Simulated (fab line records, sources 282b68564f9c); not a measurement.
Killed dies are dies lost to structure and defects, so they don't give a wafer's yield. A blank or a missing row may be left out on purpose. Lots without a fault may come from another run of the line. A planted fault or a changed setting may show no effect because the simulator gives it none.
fab line records | flow rit_cmos
record lots=6 wafers=18 last_day=7
route steps=202 shown SPACER@130 NSD@131 PSD@142 M1@202
lots that met no fault: from a run of the same line without faults
start_h: hours from the record's first day to the start of the lot's first wafer shown | wait_h: hours since the lot's step before | " the same as in the row above | L1.1+2: a row that stands for several wafers | - no value, or no start given | * or withheld: withheld | < > ~ a bound
route shown NAME@n: a module of which the file shows steps, and the number in the route of the first | usual: mean/standard deviation of fault-free wafers | same: alike in all rows | chamber/n: place in a boat | sites: the reading at each site | _std_site: their standard deviation | _edge_site: outer sites' mean less inner sites' | radius_mm: how far each site lies from the wafer's centre | mask NAME#n: copy n | behind: the tool/chamber that last shaped the wafer | hold: why the lot was held/for how many hours/how that ended | device: the transistor (n, p or np) that didn't switch | end of line: the same wafers' tests at the end of the route | a step without rows: its recipe alone | killed: dies lost to structure and defects at the first sort, not the wafer's yield | map: a wafer's dies, x killed, . not, _ none there
set.NAME: the setting as run; set.NAME@STEP: as run at that earlier step | model.NAME: the simulator's own value behind a step, which no gauge read
lots at some steps of the route; a table a step, a row a wafer
services: from which hour (start_h, from the record's first day; less than 0 if before it) a tool's chamber was out of use, for how many hours, and why
## steps
# step RIT_SPACER_ETCHBACK_05
# recipe target_depth_a=2500 SF6_flow_sccm=30 CHF3_flow_sccm=30 target=Si3N4 chemistry=SF6/CHF3 pressure_mtorr=40 rf_w=250 time_s=240 stop_on=SiO2
# usual drypump_motor_current_A=5.80/0.28 oes_product_au=0.845/0.012 throttle_valve_pct=10.27/0.12
# columns lot.wafer tool chamber start_h wait_h drypump_motor_current_A oes_product_au rf_hours_counter_h throttle_valve_pct
L769.2 rie_diel-04 1 61.60 0.0 5.45 0.838 108 10.26
L769.4 " 1 " " 5.47 0.839 - 10.27
L769.5 " 3 " " 5.36 0.858 - 10.39
L778.1 rie_diel-04 3 106.54 0.1 5.34 0.868 93 10.38
L778.4 " 2 " " 5.65 0.851 5 10.25
L778.5 " 2 " " 5.67 0.859 - 10.26
L780.3 rie_diel-03 3 117.16 0.0 5.86 0.837 86 10.24
L780.4 " 2 " " 5.47 0.851 70 10.17
L780.6 " 1 " " 6.25 0.846 - 10.26
L783.3 rie_diel-02 0 131.36 0.0 5.60 0.825 47 10.47
L783.4 " 3 " " 6.25 0.834 40 10.41
L783.5 " 3 " " 6.23 0.824 - 10.42
L784.2 rie_diel-02 2 138.03 0.0 5.83 0.854 139 10.12
L784.5 " 3 " " 6.23 0.841 - 10.42
L784.6 " 2 " " 5.92 0.845 - 10.13
L787.1 rie_diel-04 1 154.45 0.1 5.45 0.846 109 10.25
L787.3 " 0 " " 5.91 0.837 73 10.06
L787.4 " 2 " " 5.66 0.845 6 10.24
# step RIT_NSD_HMDS_00
# recipe prime_time_s=60 prime_temp_c=140
# step RIT_NSD_COAT_01
# recipe resist=NOVOLAK spin_rpm=3250 resist_thk_nm=1000
# step RIT_NSD_SOFTBAKE_02
# recipe resist=NOVOLAK temp_c=90 time_s=60
# step RIT_NSD_EXPOSE_03
# recipe mask_id=M9 na=0.57 target_cd_nm=40700 dose_mj=250
# step RIT_NSD_PEB_04
# recipe resist=NOVOLAK temp_c=withheld time_s=withheld
# step RIT_NSD_DEVELOP_05
# recipe resist=NOVOLAK develop_time_s=50 dev_temp_c=22.26
# step RIT_NSD_OVL_MEAS_06
# usual NSD_OVL=2.1/1.4
# columns lot.wafer tool chamber start_h wait_h NSD_OVL[nm]
L769.2 overlay-01 - 62.68 - 2.0
L769.4 " - " " 2.0
L769.5 " - " " 0.2
L778.1 overlay-01 - 107.54 - 3.2
L778.4 " - " " 3.2
L778.5 " - " " 3.0
L780.3 overlay-01 - 118.17 - 1.6
L780.4 " - " " 2.9
L780.6 " - " " 2.0
L783.3 overlay-02 - 132.50 - 3.2
L783.4 " - " " 2.9
L783.5 " - " " 3.6
L784.2 overlay-02 - 139.03 - 5.0
L784.5 " - " " 4.5
L784.6 " - " " 4.7
L787.1 overlay-01 - 155.58 - 1.9
L787.3 " - " " 4.6
L787.4 " - " " 2.8
# step RIT_NSD_HARDBAKE_07
# recipe resist=NOVOLAK temp_c=140 time_s=60
# step RIT_NSD_IMPLANT_08
# recipe species=P energy_kev=25 dose_cm2=9.903e+14 tilt_deg=7
# step RIT_NSD_STRIP_09
# recipe chemistry=O2 time_s=180 resist=NOVOLAK platen_temp_c=withheld power_w=500 pressure_mtorr=4000 o2_flow_sccm=4000
# usual drypump_motor_current_A=5.32/0.25
# columns lot.wafer tool chamber start_h wait_h drypump_motor_current_A rf_hours_counter_h
L769.2 plasma_asher-02 0 63.01 0.1 4.98 44
L769.4 " 0 " " 4.97 -
L769.5 " 0 " " 4.97 -
L778.1 plasma_asher-01 0 107.88 0.1 5.37 48
L778.4 " 0 " " 5.37 -
L778.5 " 0 " " 5.37 -
L780.3 plasma_asher-02 1 118.56 0.1 5.65 -
L780.4 " 0 " " 5.01 -
L780.6 " 0 " " 5.00 -
L783.3 plasma_asher-02 0 132.88 0.1 5.00 -
L783.4 " 1 " " 5.62 -
L783.5 " 0 " " 4.99 -
L784.2 plasma_asher-01 1 139.36 0.1 5.26 2
L784.5 " 0 " " 5.36 -
L784.6 " 1 " " 5.25 -
L787.1 plasma_asher-02 1 155.91 0.1 5.63 54
L787.3 " 1 " " 5.63 -
L787.4 " 0 " " 5.01 -
# step RIT_NSD_TW_MEAS_10
# usual NSD_TW=3084/21
# columns lot.wafer tool chamber start_h wait_h NSD_TW
L769.2 film_metro-02 - 63.19 0.1 3071
L769.4 " - " " 3053
L769.5 " - " " 3076
L778.1 film_metro-03 - 108.06 0.1 3105
L778.4 " - " " 3089
L778.5 " - " " 3095
L780.3 film_metro-01 - 118.69 0.1 3077
L780.4 " - " " 3098
L780.6 " - " " 3087
L783.3 film_metro-03 - 133.02 0.1 3107
L783.4 " - " " 3106
L783.5 " - " " 3099
L784.2 film_metro-02 - 139.55 0.1 3083
L784.5 " - " " 3085
L784.6 " - " " 3066
L787.1 film_metro-03 - 156.09 0.1 3129
L787.3 " - " " 3108
L787.4 " - " " 3103
# step RIT_PSD_HMDS_00
# recipe prime_time_s=60 prime_temp_c=140
# usual prime_temp_c=140.01/0.12
# columns lot.wafer tool chamber start_h wait_h prime_temp_c
L769.2 litho_track-02 0 63.27 0.1 139.98
L769.4 " 0 " " 140.00
L769.5 " 0 " " 139.95
L778.1 litho_track-03 0 108.12 0.1 139.95
L778.4 " 0 " " 140.17
L778.5 " 0 " " 140.11
L780.3 litho_track-02 0 118.80 0.1 148.31
L780.4 " 0 " " 148.27
L780.6 " 0 " " 148.56
L783.3 litho_track-02 0 133.11 0.1 148.24
L783.4 " 0 " " 148.21
L783.5 " 0 " " 148.31
L784.2 litho_track-03 0 139.62 0.1 139.93
L784.5 " 0 " " 140.15
L784.6 " 0 " " 140.00
L787.1 litho_track-03 0 156.15 0.1 140.23
L787.3 " 0 " " 139.81
L787.4 " 0 " " 140.01
# step RIT_PSD_COAT_01
# recipe resist=NOVOLAK spin_rpm=3250 resist_thk_nm=1000
# step RIT_M1_PROBE_99
# usual killed_at_M0_to_M3=0.0/0.16 killed_at_contacts=0.1/0.25 killed_at_front_end=7/3.1 killed_dies=7/3.1 killed_open=3.6/2 killed_short=3.5/2
# same gross_dies=264 killed_at_M4_up=0 killed_at_back_side=0 killed_at_other=0
# columns lot.wafer tool chamber start_h wait_h killed_at_M0_to_M3 killed_at_contacts killed_at_front_end killed_dies killed_open killed_short
L769.2 prober-01 - 73.49 0.1 1 0 4 5 1 4
L769.4 prober-01 - 73.59 0.2 0 0 7 7 4 3
L769.5 prober-01 - 73.64 0.2 0 0 11 11 5 6
L778.1 prober-02 - 117.61 0.1 0 0 3 3 2 1
L778.4 prober-02 - 117.76 0.2 0 0 2 2 0 2
L778.5 prober-02 - 117.81 0.2 0 0 10 10 3 7
L780.3 prober-02 - 128.95 0.2 0 0 4 4 2 2
L780.4 prober-02 - 129.00 0.2 0 0 12 12 6 6
L780.6 prober-02 - 129.10 0.2 0 0 4 4 2 2
L783.3 prober-01 - 142.82 0.2 0 0 9 9 7 2
L783.4 prober-01 - 142.87 0.2 0 0 5 5 3 2
L783.5 prober-01 - 142.92 0.2 0 0 10 10 5 5
L784.2 prober-02 - 149.90 0.1 0 0 2 2 2 0
L784.5 prober-02 - 150.05 0.2 0 0 11 11 6 5
L784.6 prober-02 - 150.10 0.2 0 1 8 9 6 3
L787.1 prober-01 - 165.70 0.1 0 0 13 13 5 8
L787.3 prober-01 - 165.80 0.2 0 0 10 10 7 3
L787.4 prober-01 - 165.85 0.2 0 0 7 7 0 7
# killed by level:class
L769.2 SPACER:geometric_particle:short=2 REOX:geometric_particle:short=1 SILICIDE:geometric_particle:short=1 M1:geometric_particle:open=1
L769.4 GATE:geometric_particle:open=2 FOX1:geometric_particle:short=1 REOX:geometric_particle:short=1 SPACER:geometric_particle:open=1 SILICIDE:geometric_particle:open=1 SILICIDE:geometric_particle:short=1
L769.5 GATE:geometric_particle:open=2 REOX:geometric_particle:short=2 SPACER:geometric_particle:short=2 FOX1:geometric_particle:open=1 GATE:geometric_particle:short=1 REOX:geometric_particle:open=1 SPACER:geometric_particle:open=1 SILICIDE:geometric_particle:short=1
L778.1 REOX:geometric_particle:open=2 SILICIDE:geometric_particle:short=1
L778.4 GATE:geometric_particle:short=1 SILICIDE:geometric_particle:short=1
L778.5 FOX1:geometric_particle:short=4 FOX1:geometric_particle:open=1 FOX2:geometric_particle:short=1 FOX2:geometric_particle:open=1 GATE:geometric_particle:short=1 REOX:geometric_particle:open=1 SILICIDE:geometric_particle:short=1
L780.3 FOX1:geometric_particle:short=1 FOX2:geometric_particle:open=1 GATE:geometric_particle:open=1 SPACER:geometric_particle:short=1
L780.4 SPACER:geometric_particle:open=5 GATE:geometric_particle:short=4 SPACER:geometric_particle:short=2 REOX:geometric_particle:open=1
L780.6 REOX:geometric_particle:open=2 GATE:geometric_particle:short=1 SPACER:geometric_particle:short=1
L783.3 REOX:geometric_particle:open=3 GATE:geometric_particle:open=2 FOX1:geometric_particle:open=1 GATE:geometric_particle:short=1 SPACER:geometric_particle:short=1 SILICIDE:geometric_particle:open=1
L783.4 GATE:geometric_particle:open=2 FOX1:geometric_particle:open=1 FOX2:geometric_particle:short=1 GATE:geometric_particle:short=1
L783.5 REOX:geometric_particle:open=2 GATE:geometric_particle:short=2 REOX:geometric_particle:short=2 SPACER:geometric_particle:open=2 SILICIDE:geometric_particle:open=1 SILICIDE:geometric_particle:short=1
L784.2 GATE:geometric_particle:open=2
L784.5 GATE:geometric_particle:short=4 GATE:geometric_particle:open=3 REOX:geometric_particle:open=2 FOX1:geometric_particle:open=1 REOX:geometric_particle:short=1
L784.6 REOX:geometric_particle:open=4 GATE:geometric_particle:open=1 REOX:geometric_particle:short=1 SILICIDE:geometric_particle:open=1 SILICIDE:geometric_particle:short=1 CONTACT:geometric_particle:short=1
L787.1 GATE:geometric_particle:open=4 FOX2:geometric_particle:short=3 FOX1:geometric_particle:short=1 GATE:geometric_particle:short=1 REOX:geometric_particle:short=1 SPACER:geometric_particle:open=1 SPACER:geometric_particle:short=1 SILICIDE:geometric_particle:short=1
L787.3 FOX2:geometric_particle:open=3 GATE:geometric_particle:open=2 SPACER:geometric_particle:short=2 SILICIDE:geometric_particle:open=2 GATE:geometric_particle:short=1
L787.4 SILICIDE:geometric_particle:short=4 FOX1:geometric_particle:short=1 REOX:geometric_particle:short=1 SPACER:geometric_particle:short=1
## services
# columns tool chamber start_h hours kind
rie_diel-04 2 39.99 5.4 repair
rie_diel-04 2 52.61 22.1 repair
rie_diel-02 3 54.94 3.4 repair
rie_diel-04 0 58.21 4.0 repair
rie_diel-02 - 74.91 2.8 pm
plasma_asher-01 - 77.77 2.8 pm
rie_diel-03 0 93.90 - clean
rie_diel-03 0 93.90 16.7 scheduled_down
rie_diel-03 0 93.90 16.7 vent_cycle
plasma_asher-02 - 105.46 2.7 repair
plasma_asher-01 - 108.75 9.0 pm
plasma_asher-01 0 108.75 9.0 vent_cycle
plasma_asher-01 1 108.75 9.0 vent_cycle
rie_diel-04 0 110.72 3.3 repair
plasma_asher-01 0 117.75 - clean
plasma_asher-01 1 117.75 - clean
rie_diel-02 0 121.05 3.6 repair
plasma_asher-02 - 143.78 2.8 repair
## key
first_sign step=RIT_PSD_HMDS_00 reading=prime_temp_c direction=up sigmas=67 usual=* struck=*
effect none on later readings
met_at RIT_PSD_HMDS_00
struck_wafers L780.3,L780.4,L780.6,L783.3,L783.4,L783.5
tester_left_out L780,L783
onset_between 63.27 118.80
fault kind=process_parameter_drift tool=litho_track-02 chamber=- onset_h=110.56 steps=RIT_PSD_HMDS_00 channel=prime_temp_c offset=* shape=step end_h=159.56 acts_in=* stated=*
# tester_left_out: of these lots the tester's yield and bins aren't shown, on N5 and GAA mostly nor the transistor test; their killed dies are dies lost to structure and defects alone, not to doping, threshold or leakage, so they don't give the yield
